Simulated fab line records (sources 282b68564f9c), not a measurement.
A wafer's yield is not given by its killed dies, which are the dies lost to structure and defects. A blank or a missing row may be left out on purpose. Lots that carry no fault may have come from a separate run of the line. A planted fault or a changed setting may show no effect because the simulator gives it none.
Lot-split experiment || flow rit cmos || on a route of 202 steps: 5 lots, 23 wafers read

## ON THE SPLIT
At RIT_PWELL_SOFTBAKE_02 (time 60 s), the setting temp c was moved away from the recipe's 90 C on 6 of the 23 wafers read, by -3.3% to +3.2%. All remaining wafers had this setting at the recipe value.

## FROM THE SPLIT TO THE READING: what the file shows between them, 2 steps
- RIT_PWELL_EXPOSE_03: exposes mask M3, target cd 43700 nm
- RIT_PWELL_PEB_04

## THE READING
NOVOLAK_of_PWELL_COAT_01.thk nm (the simulator's own value, which no gauge read), in nm, at RIT_PWELL_DEVELOP_05 (develop time 68 s). The file does not state a usual value for it. Across the 17 wafers here that went through the recipe, the average is 1303 nm and the standard deviation 3 nm.

{"wafer": "L074.1", "tool, chamber at the split": "litho track-02, 0", "temp c as run, C": 90, "against the recipe": "recipe", "NOVOLAK_of_PWELL_COAT_01.thk nm, nm": 1298, "against lot-mates on the recipe": "-"}
{"wafer": "L074.2", "tool, chamber at the split": "litho track-02, 0", "temp c as run, C": 90, "against the recipe": "recipe", "NOVOLAK_of_PWELL_COAT_01.thk nm, nm": 1300, "against lot-mates on the recipe": "-"}
{"wafer": "L074.3", "tool, chamber at the split": "litho track-02, 0", "temp c as run, C": 90, "against the recipe": "recipe", "NOVOLAK_of_PWELL_COAT_01.thk nm, nm": 1303, "against lot-mates on the recipe": "-"}
{"wafer": "L074.5", "tool, chamber at the split": "litho track-02, 0", "temp c as run, C": 87.6, "against the recipe": "-2.7%", "NOVOLAK_of_PWELL_COAT_01.thk nm, nm": 1310, "against lot-mates on the recipe": "+10"}
{"wafer": "L074.6", "tool, chamber at the split": "litho track-02, 0", "temp c as run, C": 87.6, "against the recipe": "-2.7%", "NOVOLAK_of_PWELL_COAT_01.thk nm, nm": 1312, "against lot-mates on the recipe": "+12"}
{"wafer": "L079.1", "tool, chamber at the split": "litho track-02, 0", "temp c as run, C": 90, "against the recipe": "recipe", "NOVOLAK_of_PWELL_COAT_01.thk nm, nm": 1306, "against lot-mates on the recipe": "-"}
{"wafer": "L079.2", "tool, chamber at the split": "litho track-02, 0", "temp c as run, C": 90, "against the recipe": "recipe", "NOVOLAK_of_PWELL_COAT_01.thk nm, nm": 1307, "against lot-mates on the recipe": "-"}
{"wafer": "L079.6", "tool, chamber at the split": "litho track-02, 0", "temp c as run, C": 90, "against the recipe": "recipe", "NOVOLAK_of_PWELL_COAT_01.thk nm, nm": 1307, "against lot-mates on the recipe": "-"}
{"wafer": "L079.3", "tool, chamber at the split": "litho track-02, 0", "temp c as run, C": 90, "against the recipe": "recipe", "NOVOLAK_of_PWELL_COAT_01.thk nm, nm": 1305, "against lot-mates on the recipe": "-"}
{"wafer": "L079.4", "tool, chamber at the split": "litho track-02, 0", "temp c as run, C": 90, "against the recipe": "recipe", "NOVOLAK_of_PWELL_COAT_01.thk nm, nm": 1308, "against lot-mates on the recipe": "-"}
{"wafer": "L080.1", "tool, chamber at the split": "litho track-02, 0", "temp c as run, C": 90, "against the recipe": "recipe", "NOVOLAK_of_PWELL_COAT_01.thk nm, nm": 1300, "against lot-mates on the recipe": "-"}
{"wafer": "L080.2", "tool, chamber at the split": "litho track-02, 0", "temp c as run, C": 92.87, "against the recipe": "+3.2%", "NOVOLAK_of_PWELL_COAT_01.thk nm, nm": 1292, "against lot-mates on the recipe": -9}
{"wafer": "L080.4", "tool, chamber at the split": "litho track-02, 0", "temp c as run, C": 92.87, "against the recipe": "+3.2%", "NOVOLAK_of_PWELL_COAT_01.thk nm, nm": 1291, "against lot-mates on the recipe": -10}
{"wafer": "L080.5", "tool, chamber at the split": "litho track-02, 0", "temp c as run, C": 90, "against the recipe": "recipe", "NOVOLAK_of_PWELL_COAT_01.thk nm, nm": 1303, "against lot-mates on the recipe": "-"}
{"wafer": "L080.6", "tool, chamber at the split": "litho track-02, 0", "temp c as run, C": 90, "against the recipe": "recipe", "NOVOLAK_of_PWELL_COAT_01.thk nm, nm": 1301, "against lot-mates on the recipe": "-"}
{"wafer": "L082.1", "tool, chamber at the split": "litho track-01, 0", "temp c as run, C": 87.06, "against the recipe": "-3.3%", "NOVOLAK_of_PWELL_COAT_01.thk nm, nm": 1309, "against lot-mates on the recipe": "+7"}
{"wafer": "L082.3", "tool, chamber at the split": "litho track-01, 0", "temp c as run, C": 87.06, "against the recipe": "-3.3%", "NOVOLAK_of_PWELL_COAT_01.thk nm, nm": 1311, "against lot-mates on the recipe": "+9"}
{"wafer": "L082.4", "tool, chamber at the split": "litho track-01, 0", "temp c as run, C": 90, "against the recipe": "recipe", "NOVOLAK_of_PWELL_COAT_01.thk nm, nm": 1302, "against lot-mates on the recipe": "-"}
{"wafer": "L082.6", "tool, chamber at the split": "litho track-01, 0", "temp c as run, C": 90, "against the recipe": "recipe", "NOVOLAK_of_PWELL_COAT_01.thk nm, nm": 1302, "against lot-mates on the recipe": "-"}
{"wafer": "L082.5", "tool, chamber at the split": "litho track-01, 0", "temp c as run, C": 90, "against the recipe": "recipe", "NOVOLAK_of_PWELL_COAT_01.thk nm, nm": 1303, "against lot-mates on the recipe": "-"}
{"wafer": "L083.1", "tool, chamber at the split": "litho track-02, 0", "temp c as run, C": 90, "against the recipe": "recipe", "NOVOLAK_of_PWELL_COAT_01.thk nm, nm": 1302, "against lot-mates on the recipe": "-"}
{"wafer": "L083.3", "tool, chamber at the split": "litho track-02, 0", "temp c as run, C": 90, "against the recipe": "recipe", "NOVOLAK_of_PWELL_COAT_01.thk nm, nm": 1298, "against lot-mates on the recipe": "-"}
{"wafer": "L083.5", "tool, chamber at the split": "litho track-02, 0", "temp c as run, C": 90, "against the recipe": "recipe", "NOVOLAK_of_PWELL_COAT_01.thk nm, nm": 1299, "against lot-mates on the recipe": "-"}

THE FIT
A straight line over all 23 wafers: NOVOLAK_of_PWELL_COAT_01.thk nm changes by -2.96 nm for each +1% of temp c; r = -0.85; the points scatter about the line by 2.9 nm.
The same after taking each lot's own level away (the mean of its wafers on the recipe; 23 wafers): -3.03 nm for each +1%; r = -0.95; scatter 1.7 nm.
On that fit, the largest move of temp c shifts the reading by 9.9 nm.
The lots' own levels span 1299.7 to 1306.6 nm, that is 2.3 times the standard deviation above.
The two slopes are in agreement: the lot-to-lot level therefore moves the slope only a little.
Check: with one of the wafers moved furthest among these (-3.3%) left out of the fit, the line predicts +10.8 nm for it against its lot-mates. It came out at +6.67 nm against them.

## OTHER SPLITS ON THESE WAFERS
Other splits were also applied to these wafers ahead of the reading. Each is held against what the fit with the lots' levels taken away leaves over:
{"other split on the same wafers": "RIT_ACTIVE_CVD_03 temp c", "wafers away from the commonest value": 10, "r with NOVOLAK_of_PWELL_COAT_01.thk nm (lot level and that fit taken away)": "+0.00"}
{"other split on the same wafers": "RIT_ACTIVE_DEVELOP_10 dev temp c", "wafers away from the commonest value": 11, "r with NOVOLAK_of_PWELL_COAT_01.thk nm (lot level and that fit taken away)": -0.04}
{"other split on the same wafers": "RIT_FOX2_OXIDATION_00 temp c", "wafers away from the commonest value": 18, "r with NOVOLAK_of_PWELL_COAT_01.thk nm (lot level and that fit taken away)": -0.01}

## FILE'S OWN FIT
NOVOLAK_of_PWELL_COAT_01.thk nm changes by -3.04 nm for each +1% of temp c, r = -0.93.
